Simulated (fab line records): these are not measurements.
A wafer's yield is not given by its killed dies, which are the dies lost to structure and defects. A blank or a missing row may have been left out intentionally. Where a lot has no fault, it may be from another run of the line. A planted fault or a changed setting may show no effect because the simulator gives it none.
fab line records ; flow rit-cmos ; part 2 of 2: steps 26 to 26 of 26
record lots=5; wafers=23
route steps=202 shown ACTIVE@7 FOX1@20 PWELL@47 WELLDRIVE@50 PRETRO@72 GATE@84 REOX@98 PLDD@115 M1@202
start-h: hours from the record's opening day to when the first of the lot's shown wafers began ; wait-h: hours from the lot's prior step to this one ; " the same as in the row above ; L1.1+2: a single row standing in for several wafers ; - value missing, or start not given ; * or withheld: withheld ; < > ~ a bound
route shown NAME@n: a module of which the file shows steps, and the number in the route of the first ; usual: mean/standard deviation taken from wafers without a fault ; same: alike in all rows ; chamber/n: place in a boat ; sites: each site's reading ; _std_site: standard deviation across them ; _edge_site: the outer-site mean with the inner-site mean subtracted ; radius-mm: how far each site lies from the wafer's centre ; mask NAME#n: copy n ; behind: the tool/chamber that last shaped the wafer ; hold: cause of the lot's hold/its duration in hours/its outcome ; device: names the non-switching transistor (n, p or np) ; end of line: the tests these same wafers got at the end of their route ; for a step that has no rows: nothing shown but its recipe ; killed: dies that structure and defects cost at the first sort, which is not the same as the wafer's yield ; map: per-die view of a wafer (x killed, . not killed, _ where there is no die)
set.NAME: the setting as run; set.NAME@STEP: as run at that earlier step ; model.NAME: the simulator's own value behind a step, which no gauge read
one table per step and one row per wafer, for lots whose settings were changed on purpose
## steps
# step RIT_M1_PROBE_99
# usual killed-at-contacts=0.1/0.32; killed-at-front-end=7/3; killed-dies=6.8/3; killed-open=3.5/2.1; killed-short=3.3/1.9
# same gross-dies=264; killed_at_M0_to_M3=0; killed_at_M4_up=0; killed-at-back-side=0; killed-at-other=0
lot.wafer;tool;chamber;start-h;wait-h;set.dev-temp-c@GATE_DEVELOP_15;killed-at-contacts;killed-at-front-end;killed-dies;killed-open;killed-short;model.etest.nmos_0p15.drive-ua-um;model.etest.nmos_0p3.r-on-ohm-um;model.etest.pmos_0p15.drive-ua-um;model.etest.pmos_0p15.r-on-ohm-um;model.etest.pmos_0p3.r-on-ohm-um;model.etest.pmos-turned.r-on-ohm-um
L076.1;prober-02;-;73.41;0.1;24.86;0;6;6;3;2;441.9;2109;233;2936;6324;3507
L076.2;prober-02;-;73.46;0.1;23;0;10;10;6;4;478.6;2075;264.3;2660;6134;3248
L076.3;prober-02;-;73.51;0.2;23;0;12;12;6;6;478.5;2116;258.6;2773;6125;3318
L076.4;prober-02;-;73.56;0.2;23;0;11;11;6;5;498.8;2087;268.8;2705;6111;3267
L076.5;prober-02;-;73.61;0.2;24.86;0;8;8;3;5;441.8;2161;235.2;2931;6380;3490
L080.1;prober-02;-;91.26;0.1;23;0;6;6;3;3;487.1;2174;272.1;2724;6150;3283
L080.2;prober-02;-;91.31;0.1;23;0;7;7;4;3;486.3;2166;266.1;2702;6174;3292
L080.3;prober-02;-;91.36;0.2;23;0;3;3;1;2;496.4;2179;272.1;2741;6157;3268
L080.4;prober-02;-;91.41;0.2;23;0;7;7;6;1;482;2154;266.3;2695;6138;3244
L080.6;prober-02;-;91.51;0.2;23;0;8;8;3;5;488.6;2124;267.8;2685;6113;3236
L081.1;prober-01;-;95.89;0.1;23;0;3;3;2;1;453.6;2161;247.8;2799;6313;3690
L081.2;prober-01;-;95.94;0.1;20.05;0;16;16;4;3;531.3;2045;295.5;2434;5954;3343
L081.3;prober-01;-;95.99;0.2;23;0;4;4;0;4;459.4;2196;242.8;2980;6418;3882
L081.5;prober-01;-;96.09;0.2;23;0;1;1;1;0;440.8;2207;248.2;2836;6399;3741
L081.6;prober-01;-;96.14;0.2;20.05;1;10;11;2;5;524.3;2042;294;2445;5885;3318
L082.1;prober-02;-;103.33;0.1;23;0;5;5;0;5;468.2;2185;257.3;2802;6268;3438
L082.3;prober-02;-;103.43;0.2;23;0;8;8;3;5;459.9;2172;249.7;2847;6272;3572
L082.6;prober-02;-;103.58;0.2;23;2;5;7;2;5;475.8;2154;259.4;2749;6191;3407
L085.1;prober-01;-;116.67;0.1;23;0;7;7;3;4;486.8;2138;259.5;2823;6176;3546
L085.2;prober-01;-;116.72;0.1;19.84;0;15;15;4;3;557.7;2024;323.3;2311;5712;2987
L085.4;prober-01;-;116.82;0.2;23;0;6;6;2;4;485.7;2111;267.4;2735;6091;3444
L085.5;prober-01;-;116.87;0.2;19.84;0;19;19;5;3;564.7;1998;323.6;2343;5655;3058
L085.6;prober-01;-;116.92;0.2;23;0;4;4;3;1;470.1;2172;258.4;2812;6106;3532
# killed by level:class
L076.1 GATE:geometric-particle:open=2 ACTIVE:geometric-particle:open=1 SPACER:geometric-particle:short=1 SILICIDE:geometric-particle:short=1 GATE:area-develop=1
L076.2 GATE:geometric-particle:open=3 FOX1:geometric-particle:short=1 FOX2:geometric-particle:open=1 GATE:geometric-particle:short=1 REOX:geometric-particle:open=1 REOX:geometric-particle:short=1 SPACER:geometric-particle:short=1 SILICIDE:geometric-particle:open=1
L076.3 GATE:geometric-particle:open=5 GATE:geometric-particle:short=2 FOX2:geometric-particle:short=1 REOX:geometric-particle:short=1 SPACER:geometric-particle:open=1 SPACER:geometric-particle:short=1 SILICIDE:geometric-particle:short=1
L076.4 GATE:geometric-particle:short=3 GATE:geometric-particle:open=2 REOX:geometric-particle:open=2 FOX1:geometric-particle:open=1 FOX1:geometric-particle:short=1 REOX:geometric-particle:short=1 SILICIDE:geometric-particle:open=1
L076.5 GATE:geometric-particle:open=2 GATE:geometric-particle:short=2 SILICIDE:geometric-particle:short=2 SPACER:geometric-particle:short=1 SILICIDE:geometric-particle:open=1
L080.1 SPACER:geometric-particle:open=2 SPACER:geometric-particle:short=2 FOX1:geometric-particle:short=1 SILICIDE:geometric-particle:open=1
L080.2 GATE:geometric-particle:short=3 FOX1:geometric-particle:open=2 SPACER:geometric-particle:open=1 SILICIDE:geometric-particle:open=1
L080.3 FOX2:geometric-particle:short=1 GATE:geometric-particle:open=1 GATE:geometric-particle:short=1
L080.4 GATE:geometric-particle:open=3 SPACER:geometric-particle:open=3 GATE:geometric-particle:short=1
L080.6 FOX1:geometric-particle:open=2 GATE:geometric-particle:short=2 SILICIDE:geometric-particle:short=2 FOX1:geometric-particle:short=1 SILICIDE:geometric-particle:open=1
L081.1 FOX1:geometric-particle:short=1 FOX1:geometric-particle:open=1 SPACER:geometric-particle:open=1
L081.2 GATE:area-develop=9 FOX1:geometric-particle:open=2 REOX:geometric-particle:short=2 ACTIVE:geometric-particle:open=1 GATE:geometric-particle:short=1 REOX:geometric-particle:open=1
L081.3 GATE:geometric-particle:short=2 FOX2:geometric-particle:short=1 SILICIDE:geometric-particle:short=1
L081.5 SPACER:geometric-particle:open=1
L081.6 GATE:area-develop=4 SILICIDE:geometric-particle:short=2 GATE:geometric-particle:short=1 REOX:geometric-particle:short=1 SPACER:geometric-particle:short=1 SILICIDE:geometric-particle:open=1 CONTACT:geometric-particle:open=1
L082.1 GATE:geometric-particle:short=3 FOX1:geometric-particle:short=2
L082.3 GATE:geometric-particle:short=5 REOX:geometric-particle:open=2 GATE:geometric-particle:open=1
L082.6 GATE:geometric-particle:open=2 SILICIDE:geometric-particle:short=2 CONTACT:geometric-particle:short=2 GATE:geometric-particle:short=1
L085.1 GATE:geometric-particle:open=2 FOX1:geometric-particle:short=1 GATE:geometric-particle:short=1 REOX:geometric-particle:short=1 SPACER:geometric-particle:open=1 SPACER:geometric-particle:short=1
L085.2 GATE:area-develop=8 GATE:geometric-particle:open=2 GATE:geometric-particle:short=2 REOX:geometric-particle:open=1 SPACER:geometric-particle:open=1 SPACER:geometric-particle:short=1
L085.4 GATE:geometric-particle:open=2 FOX2:geometric-particle:short=1 GATE:geometric-particle:short=1 REOX:geometric-particle:short=1 SILICIDE:geometric-particle:short=1
L085.5 GATE:area-develop=11 FOX2:geometric-particle:open=2 GATE:geometric-particle:open=2 FOX2:geometric-particle:short=1 GATE:geometric-particle:short=1 REOX:geometric-particle:short=1 SPACER:geometric-particle:open=1
L085.6 GATE:geometric-particle:open=1 GATE:geometric-particle:short=1 SPACER:geometric-particle:open=1 SILICIDE:geometric-particle:open=1
## key
split step=RIT_ACTIVE_COAT_06; setting=resist-thk-nm; stated=1000; by=wafer
response step=RIT_ACTIVE_COAT_06; reading=model.NOVOLAK_of_ACTIVE_COAT_06.thk-nm; change=+9.72; per=1%; r=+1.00
response step=RIT_ACTIVE_HARDBAKE_12; reading=model.NOVOLAK_of_ACTIVE_COAT_06.thk-nm; change=+8.5; per=1%; r=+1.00
response step=RIT_ACTIVE_ETCH_13; reading=model.NOVOLAK_of_ACTIVE_COAT_06.thk-nm; change=+8.21; per=1%; r=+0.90
split step=RIT_ACTIVE_DEVELOP_10; setting=develop-time-s; stated=50; by=wafer
response step=RIT_ACTIVE_CD_MEAS_11; reading=cd-nm; change=-0.895; per=1%; r=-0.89
response step=RIT_ACTIVE_ETCH_13; reading=model.ACTIVE.cd-nm; change=-0.894; per=1%; r=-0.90
response step=RIT_ACTIVE_CD_MEAS_90; reading=cd-nm; change=-0.897; per=1%; r=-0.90
split step=RIT_FOX1_OXIDATION_00; setting=ox-time-s; stated=1130; by=lot
response step=RIT_FOX1_OXIDATION_00; reading=model.SiO2_of_FOX1_OXIDATION_00.thk-nm; change=+2.08; per=1%; r=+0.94
split step=RIT_PWELL_IMPLANT_08; setting=dose-cm2; stated=7e+13; by=wafer
response step=RIT_PWELL_TW_MEAS_10; reading=PWELL_TW; change=+2.86; per=1%; r=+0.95
response step=RIT_WELLDRIVE_RS_MEAS_02; reading=PWELL_RS; change=-2.82; per=1%; r=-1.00
split step=RIT_PRETRO_IMPLANT_08; setting=energy-kev; stated=45; by=wafer
response step=RIT_PRETRO_IMPLANT_08; reading=model.implant.rp-nm; change=+1.35; per=1%; r=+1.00
response step=RIT_PRETRO_IMPLANT_08; reading=model.implant.drp-nm; change=+0.329; per=1%; r=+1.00
split step=RIT_GATE_CVD_08; setting=time-s; stated=2220; by=lot
response step=RIT_GATE_CVD_08; reading=model.poly-Si_of_GATE_CVD_08.thk-nm; change=+2.67; per=1%; r=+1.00
response step=RIT_GATE_THK_MEAS_09; reading=GATE_POLY_THK; change=+2.66; per=1%; r=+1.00
response step=RIT_GATE_ETCH_19; reading=oes-product-au; change=+0.00621; per=1%; r=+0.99
response step=RIT_REOX_CLEAN_00; reading=model.poly-Si_of_GATE_CVD_08.thk-nm; change=+2.64; per=1%; r=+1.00
split step=RIT_GATE_DEVELOP_15; setting=dev-temp-c; stated=23; by=wafer
response step=RIT_M1_PROBE_99; reading=model.etest.pmos_0p15.r-on-ohm-um; change=+32.7; per=1%; r=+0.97
response step=RIT_M1_PROBE_99; reading=model.etest.pmos_0p3.r-on-ohm-um; change=+32.9; per=1%; r=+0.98
response step=RIT_M1_PROBE_99; reading=model.etest.pmos-turned.r-on-ohm-um; change=+33.7; per=1%; r=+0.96
response step=RIT_M1_PROBE_99; reading=model.etest.nmos_0p3.r-on-ohm-um; change=+9.47; per=1%; r=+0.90
response step=RIT_M1_PROBE_99; reading=model.etest.nmos_0p15.drive-ua-um; change=-5.82; per=1%; r=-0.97
response step=RIT_M1_PROBE_99; reading=model.etest.pmos_0p15.drive-ua-um; change=-4.09; per=1%; r=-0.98
split step=RIT_REOX_CLEAN_00; setting=time-s; stated=600; by=lot
response none clear
split step=RIT_PLDD_COAT_01; setting=spin-rpm; stated=3250; by=wafer
response step=RIT_PLDD_COAT_01; reading=model.NOVOLAK_of_PLDD_COAT_01.thk-nm; change=-5.36; per=1%; r=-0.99
response step=RIT_PLDD_HARDBAKE_07; reading=model.NOVOLAK_of_PLDD_COAT_01.thk-nm; change=-4.68; per=1%; r=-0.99
